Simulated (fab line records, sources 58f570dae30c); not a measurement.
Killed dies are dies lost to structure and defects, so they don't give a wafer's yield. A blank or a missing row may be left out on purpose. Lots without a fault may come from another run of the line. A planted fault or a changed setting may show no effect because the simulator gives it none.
Which tool did it? | flow berkeley_cmos170 | 14 lots, 42 wafers sampled, at 6 steps of a route of 331

WHAT THE GAUGES READ, wafer by wafer
UCB170_NWELL_OVL_MEAS_12. Usual: NWELL_OVL 1 nm, standard deviation 4.7.
lot  | measured    | on         | NWELL_OVL (nm) | flag
L161 | day 2 05:43 | overlay-01 | -5 -8 -8       |
L163 | day 2 19:02 | overlay-01 | 10 5 6         |
L165 | day 3 01:55 | overlay-02 | -1 1 -1        |
L164 | day 3 02:10 | overlay-01 | 4 6 9          |
L169 | day 3 21:34 | overlay-01 | 10 1 3         |
L173 | day 4 14:46 | overlay-01 | 1 -6 -6        |
L176 | day 5 05:08 | overlay-01 | 6 4 -4         |
L177 | day 5 14:47 | overlay-01 | -7 -5 -8       |
L178 | day 5 23:56 | overlay-01 | 0 0 -2         |
L179 | day 6 00:14 | overlay-01 | -2 1 0         |
L180 | day 6 10:59 | overlay-01 | -1 -3 -3       |
L181 | day 6 11:26 | overlay-01 | -3 6 -2        |
L182 | day 6 18:52 | overlay-01 | 1 -3 4         |
L184 | day 7 03:35 | overlay-02 | 5 5 12         |

UCB170_ACTIVE_THK_MEAS_06. Usual: ACTIVE_NITRIDE_THK 219.9 nm, standard deviation 2.4.
lot  | measured    | on            | ACTIVE_NITRIDE_THK (nm)             | flag
L161 | day 4 04:01 | film_metro-04 | 218.7 218.7 218.3                   |
L163 | day 4 14:28 | film_metro-02 | 222.0 221.2 222.3                   |
L165 | day 4 21:41 | film_metro-03 | 197.0 195.8 195.8 197.1 195.8 195.9 | OFF
L164 | day 4 21:42 | film_metro-04 | 198.3 196.8 199.1 198.3 197.0 199.1 | OFF
L169 | day 5 15:41 | film_metro-03 | 219.9 220.0 219.6                   |
L173 | day 6 11:23 | film_metro-03 | 220.5 222.0 220.6                   |
L176 | day 7 05:11 | film_metro-02 | 217.6 216.7 219.9                   |
L177 | day 7 18:10 | film_metro-03 | 216.4 216.5 218.6                   |
L178 | day 7 18:13 | film_metro-02 | 218.6 218.8 219.2                   |
L179 | day 7 18:07 | film_metro-03 | 222.3 222.9 221.9                   |
L180 | day 8 18:52 | film_metro-03 | 220.3 220.6 220.9                   |
L181 | day 8 18:53 | film_metro-02 | 220.8 219.6 221.5                   |
L182 | day 8 18:52 | film_metro-04 | 223.6 223.3 224.0                   |
L184 | day 9 12:07 | film_metro-04 | 215.7 215.6 214.2                   |

UCB170_ACTIVE_OVL_MEAS_14. Usual: ACTIVE_OVL -1 nm, standard deviation 4.7.
lot  | measured    | on         | ACTIVE_OVL (nm) | flag
L161 | day 4 05:18 | overlay-01 | 8 4 1           |
L163 | day 4 15:57 | overlay-01 | -1 6 -1         |
L165 | day 5 03:57 | overlay-01 | -3 3 -3         |
L164 | day 5 03:41 | overlay-01 | -1 -3 -4        |
L169 | day 5 17:12 | overlay-01 | -2 0 -5         |
L173 | day 6 13:45 | overlay-01 | -15 -9 -7       |
L176 | day 7 06:17 | overlay-02 | -8 2 -5         |
L177 | day 7 19:29 | overlay-01 | 1 2 0           |
L178 | day 7 19:44 | overlay-02 | 2 -5 2          |
L179 | day 7 19:15 | overlay-02 | -1 0 7          |
L180 | day 8 20:00 | overlay-02 | -3 -3 -1        |
L181 | day 8 20:16 | overlay-01 | 4 2 -2          |
L182 | day 8 19:53 | overlay-01 | 0 -2 0          |
L184 | day 9 13:34 | overlay-02 | -1 1 4          |

UCB170_NVT_TW_MEAS_09. Usual: NVT_TW 530, standard deviation 4.4.
lot  | measured     | on            | NVT_TW      | flag
L161 | day 5 16:27  | film_metro-03 | 529 528 532 |
L163 | day 6 04:59  | film_metro-01 | 534 534 534 |
L165 | day 6 10:44  | film_metro-01 | 539 536 539 |
L164 | day 6 11:01  | film_metro-01 | 536 536 532 |
L169 | day 7 00:34  | film_metro-01 | 532 533 536 |
L173 | day 8 00:10  | film_metro-02 | 526 525 523 |
L176 | day 9 00:30  | film_metro-02 | 526 523 526 |
L177 | day 9 16:26  | film_metro-02 | 526 526 530 |
L178 | day 9 16:22  | film_metro-02 | 526 529 525 |
L179 | day 9 16:36  | film_metro-02 | 526 526 527 |
L180 | day 10 08:10 | film_metro-03 | 532 532 531 |
L181 | day 10 08:28 | film_metro-03 | 526 533 531 |
L182 | day 10 07:56 | film_metro-02 | 521 520 522 |
L184 | day 10 22:50 | film_metro-01 | 535 534 534 |

WHICH TOOL RAN EACH LOT (tool, then ch and the chambers of the sampled wafers, then the start)
lot  | UCB170_ACTIVE_CVD_05       | UCB170_ACTIVE_ETCH_15
L161 | lpcvd-02 ch 1, day 4 02:05 | rie_diel-01 ch 1,3, day 4 05:20
L163 | lpcvd-01 ch 1, day 4 12:32 | rie_diel-02 ch 0,2, day 4 15:58
L165 | lpcvd-01 ch 0, day 4 19:47 | rie_diel-01 ch 1,2,3, day 5 03:59
L164 | lpcvd-01 ch 0, day 4 19:47 | rie_diel-04 ch 1,2, day 5 03:43
L169 | lpcvd-02 ch 1, day 5 13:47 | rie_diel-04 ch 0,2, day 5 17:14
L173 | lpcvd-02 ch 1, day 6 09:26 | rie_diel-01 ch 0,1,2, day 6 13:46
L176 | lpcvd-02 ch 0, day 7 03:16 | rie_diel-02 ch 1,2,3, day 7 06:19
L177 | lpcvd-02 ch 0, day 7 15:05 | rie_diel-04 ch 0,2,3, day 7 19:31
L178 | lpcvd-02 ch 0, day 7 15:05 | rie_diel-02 ch 0,3, day 7 19:46
L179 | lpcvd-02 ch 0, day 7 15:05 | rie_diel-01 ch 1,2,3, day 7 19:17
L180 | lpcvd-01 ch 1, day 8 16:56 | rie_diel-02 ch 0,2,3, day 8 20:02
L181 | lpcvd-01 ch 0, day 8 16:56 | rie_diel-01 ch 0,1, day 8 20:17
L182 | lpcvd-01 ch 0, day 8 16:56 | rie_diel-04 ch 0,2,3, day 8 19:55
L184 | lpcvd-02 ch 0, day 9 10:12 | rie_diel-02 ch 0,1,3, day 9 13:36
- UCB170_ACTIVE_CVD_05: deposits Si3N4 from SiH2Cl2/NH3, target thk 220 nm, time 3300 s.
- UCB170_ACTIVE_ETCH_15: etches Si3N4 in CH3F/Ar/O2, stops on SiO2, target depth 242 nm, time 151 s.

WHAT THE TOOLS THEMSELVES READ (means of the sampled wafers that have a number; where no wafer has one, the mark that the record gives instead)
UCB170_ACTIVE_CVD_05. Usual: spike_tc_load_C 826.0 C, standard deviation 1.5.
lot  | tool     | spike_tc_load_C (C) | flag
L161 | lpcvd-02 | 827.8               |
L163 | lpcvd-01 | 827.0               |
L165 | lpcvd-01 | 824.7               |
L164 | lpcvd-01 | 823.1               |
L169 | lpcvd-02 | 827.0               |
L173 | lpcvd-02 | 827.4               |
L176 | lpcvd-02 | 824.7               |
L177 | lpcvd-02 | 825.3               |
L178 | lpcvd-02 | 826.4               |
L179 | lpcvd-02 | 825.2               |
L180 | lpcvd-01 | 826.4               |
L181 | lpcvd-01 | 824.5               |
L182 | lpcvd-01 | 824.5               |
L184 | lpcvd-02 | 825.2               |

UCB170_ACTIVE_ETCH_15. Usual: CH3F_flow_sccm 19.99 sccm, standard deviation 0.066; drypump_motor_current_A 5.6 A, standard deviation 0.46; oes_product_au 0.939 a.u., standard deviation 0.018; throttle_valve_pct 8.08 %, standard deviation 0.088.
lot  | tool        | CH3F_flow_sccm (sccm) | drypump_motor_current_A (A) | oes_product_au (a.u.) | throttle_valve_pct (%) | flag
L161 | rie_diel-01 | 19.91                 | 5.0                         | 0.946                 | 8.09                   |
L163 | rie_diel-02 | 19.96                 | 5.3                         | 0.937                 | 8.16                   |
L165 | rie_diel-01 | 19.97                 | 5.3                         | 0.891                 | 8.02                   |
L164 | rie_diel-04 | 19.97                 | 5.5                         | 0.871                 | 8.02                   | OFF
L169 | rie_diel-04 | 19.99                 | 6.0                         | 0.943                 | 8.07                   |
L173 | rie_diel-01 | 19.97                 | 5.5                         | 0.945                 | 8.00                   |
L176 | rie_diel-02 | 20.01                 | 5.6                         | 0.926                 | 8.13                   |
L177 | rie_diel-04 | 19.93                 | 6.0                         | 0.944                 | 8.08                   |
L178 | rie_diel-02 | 19.97                 | 5.9                         | 0.928                 | 8.17                   |
L179 | rie_diel-01 | 19.98                 | 5.4                         | 0.958                 | 8.03                   |
L180 | rie_diel-02 | 19.95                 | 5.6                         | 0.927                 | 8.18                   |
L181 | rie_diel-01 | 20.01                 | 5.1                         | 0.944                 | 8.06                   |
L182 | rie_diel-04 | 20.02                 | 6.0                         | 0.956                 | 8.08                   |
L184 | rie_diel-02 | 20.03                 | 5.5                         | 0.909                 | 8.15                   |

THE ANSWER, worked out from the rows above alone
Rule: a lot is off if the mean of its wafers that have a number lies more than 3 standard deviations from the usual mean. A lot without any number at a reading at which 4 lots or more have one is off too. The other lots that the step has rows for count as sound. The gauges are gone through in route order, then the tools' own readings, and for those a lot's mean is taken as printed above. The first step at which some lot is off is used, and at that step the reading that is off furthest; a lot without a number counts as furthest.
Off: L165, L164, at UCB170_ACTIVE_THK_MEAS_06 (ACTIVE_NITRIDE_THK).
A tool fits if, at a process step before that reading, it ran every lot that is off, and no sound lot after the first of them. The gauges at UCB170_ACTIVE_THK_MEAS_06 are tried like those tools. None of those tried fits.

WHAT THE SIMULATOR HAD PUT IN
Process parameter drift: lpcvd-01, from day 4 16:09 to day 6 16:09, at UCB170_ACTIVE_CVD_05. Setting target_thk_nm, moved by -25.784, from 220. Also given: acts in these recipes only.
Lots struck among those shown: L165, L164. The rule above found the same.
